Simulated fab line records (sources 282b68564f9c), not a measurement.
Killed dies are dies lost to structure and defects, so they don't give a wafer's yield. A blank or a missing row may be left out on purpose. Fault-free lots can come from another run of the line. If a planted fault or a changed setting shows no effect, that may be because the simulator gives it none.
Commonality check across tools || flow ritCmos || 14 lots and 42 wafers in the sample

WHAT PROMPTED THE OPENING
Of 14 lots, 2 have the reading NLDD_TW flagged at RIT_NLDD_TW_MEAS_10. Fault-free wafers read 2472, with a standard deviation of 31.
Rule: a lot is flagged in two cases, either no wafer of it has a number, or all its wafers with numbers fall more than 4 standard deviations from that mean. The rest of the lots are taken to be sound.

{"lot": "L103", "measured": "day 2 18:45", "on": "filmMetro-01", "NLDD_TW, wafer by wafer": "2484 2489 2491", "flag": ""}
{"lot": "L104", "measured": "day 3 02:52", "on": "filmMetro-02", "NLDD_TW, wafer by wafer": "2482 2468 2469", "flag": ""}
{"lot": "L106", "measured": "day 3 16:13", "on": "filmMetro-04", "NLDD_TW, wafer by wafer": "2443 2433 2435", "flag": ""}
{"lot": "L107", "measured": "day 3 19:56", "on": "filmMetro-01", "NLDD_TW, wafer by wafer": "2511 2502 2489", "flag": ""}
{"lot": "L108", "measured": "day 3 23:10", "on": "filmMetro-01", "NLDD_TW, wafer by wafer": "2507 2526 2513", "flag": ""}
{"lot": "L109", "measured": "day 4 06:38", "on": "filmMetro-02", "NLDD_TW, wafer by wafer": "2462 2462 2471", "flag": ""}
{"lot": "L110", "measured": "day 4 13:18", "on": "filmMetro-01", "NLDD_TW, wafer by wafer": "2505 2507 2515", "flag": ""}
{"lot": "L116", "measured": "day 5 15:41", "on": "filmMetro-04", "NLDD_TW, wafer by wafer": "2151 2164 2161", "flag": "FLAGGED"}
{"lot": "L117", "measured": "day 5 21:46", "on": "filmMetro-01", "NLDD_TW, wafer by wafer": "2206 2215 2220", "flag": "FLAGGED"}
{"lot": "L120", "measured": "day 6 11:15", "on": "filmMetro-01", "NLDD_TW, wafer by wafer": "2478 2501 2498", "flag": ""}
{"lot": "L121", "measured": "day 6 13:40", "on": "filmMetro-01", "NLDD_TW, wafer by wafer": "2481 2486 2475", "flag": ""}
{"lot": "L122", "measured": "day 6 23:04", "on": "filmMetro-04", "NLDD_TW, wafer by wafer": "2418 2409 2410", "flag": ""}
{"lot": "L125", "measured": "day 7 10:08", "on": "filmMetro-04", "NLDD_TW, wafer by wafer": "2408 2416 2428", "flag": ""}
{"lot": "L126", "measured": "day 7 17:26", "on": "filmMetro-01", "NLDD_TW, wafer by wafer": "2482 2481 2493", "flag": ""}
The numbers of the flagged lots are 2186 on average: -286 against the usual, or -9 standard deviations.

WHICH TOOL RAN EACH LOT
The record keeps 1 process step preceding the reading, out of 202 steps on the route. Each cell gives the tool, then ch followed by the chambers the sampled wafers passed through, then the start.
{"lot": "L103", "flag": "", "RIT_NLDD_IMPLANT_08": "implanter-03 ch 0, day 2 18:26"}
{"lot": "L104", "flag": "", "RIT_NLDD_IMPLANT_08": "implanter-03 ch 0, day 3 02:33"}
{"lot": "L106", "flag": "", "RIT_NLDD_IMPLANT_08": "implanter-04 ch 0, day 3 15:54"}
{"lot": "L107", "flag": "", "RIT_NLDD_IMPLANT_08": "implanter-03 ch 0, day 3 19:39"}
{"lot": "L108", "flag": "", "RIT_NLDD_IMPLANT_08": "implanter-02 ch 0, day 3 22:52"}
{"lot": "L109", "flag": "", "RIT_NLDD_IMPLANT_08": "implanter-04 ch 0, day 4 06:19"}
{"lot": "L110", "flag": "", "RIT_NLDD_IMPLANT_08": "implanter-04 ch 0, day 4 12:58"}
{"lot": "L116", "flag": "FLAGGED", "RIT_NLDD_IMPLANT_08": "implanter-04 ch 0, day 5 15:23"}
{"lot": "L117", "flag": "FLAGGED", "RIT_NLDD_IMPLANT_08": "implanter-04 ch 0, day 5 21:28"}
{"lot": "L120", "flag": "", "RIT_NLDD_IMPLANT_08": "implanter-03 ch 0, day 6 10:55"}
{"lot": "L121", "flag": "", "RIT_NLDD_IMPLANT_08": "implanter-02 ch 0, day 6 13:21"}
{"lot": "L122", "flag": "", "RIT_NLDD_IMPLANT_08": "implanter-02 ch 0, day 6 22:44"}
{"lot": "L125", "flag": "", "RIT_NLDD_IMPLANT_08": "implanter-03 ch 0, day 7 09:50"}
{"lot": "L126", "flag": "", "RIT_NLDD_IMPLANT_08": "implanter-03 ch 0, day 7 17:08"}
These steps, and what they do:
- RIT_NLDD_IMPLANT_08
- RIT_NLDD_TW_MEAS_10

FLAGGED AGAINST TOTAL, ONE TOOL AT A TIME (gauges that did the reading follow at the end)
{"step": "RIT_NLDD_IMPLANT_08", "tool": "implanter-02", "lots run": 3, "flagged": 0, "share of the flagged lots": "none", "sound lots run after its first flagged lot": "-"}
{"step": "RIT_NLDD_IMPLANT_08", "tool": "implanter-03", "lots run": 6, "flagged": 0, "share of the flagged lots": "none", "sound lots run after its first flagged lot": "-"}
{"step": "RIT_NLDD_IMPLANT_08", "tool": "implanter-04", "lots run": 5, "flagged": 2, "share of the flagged lots": "all", "sound lots run after its first flagged lot": 0}
{"step": "RIT_NLDD_TW_MEAS_10", "tool": "filmMetro-01", "lots run": 8, "flagged": 1, "share of the flagged lots": "some", "sound lots run after its first flagged lot": "3 (L120,L121,L126)"}
{"step": "RIT_NLDD_TW_MEAS_10", "tool": "filmMetro-02", "lots run": 2, "flagged": 0, "share of the flagged lots": "none", "sound lots run after its first flagged lot": "-"}
{"step": "RIT_NLDD_TW_MEAS_10", "tool": "filmMetro-04", "lots run": 4, "flagged": 1, "share of the flagged lots": "some", "sound lots run after its first flagged lot": "2 (L122,L125)"}

THE TABLE: WHAT IT ALLOWS
In the table, 1 row covers all flagged lots: implanter-04 at RIT_NLDD_IMPLANT_08.
- implanter-04 at RIT_NLDD_IMPLANT_08 ran 5 lots, 2 of them flagged. It ran its last sound lot, L110, at day 4 12:58 and its first flagged lot, L116, at day 5 15:23: a fault with its onset between the two fits. Its own readings lie more than 4 standard deviations out on every wafer of the flagged lots: doseIonsCm2, faradayCurrentUA.
Left over: one tool, implanter-04 at RIT_NLDD_IMPLANT_08.

WHAT HAD BEEN PUT IN BY THE SIMULATOR
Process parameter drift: implanter-04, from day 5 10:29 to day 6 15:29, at RIT_NLDD_IMPLANT_08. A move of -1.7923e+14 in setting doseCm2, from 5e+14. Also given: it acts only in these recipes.
Struck lots among those shown: L116, L117. The rule given above showed the same thing.
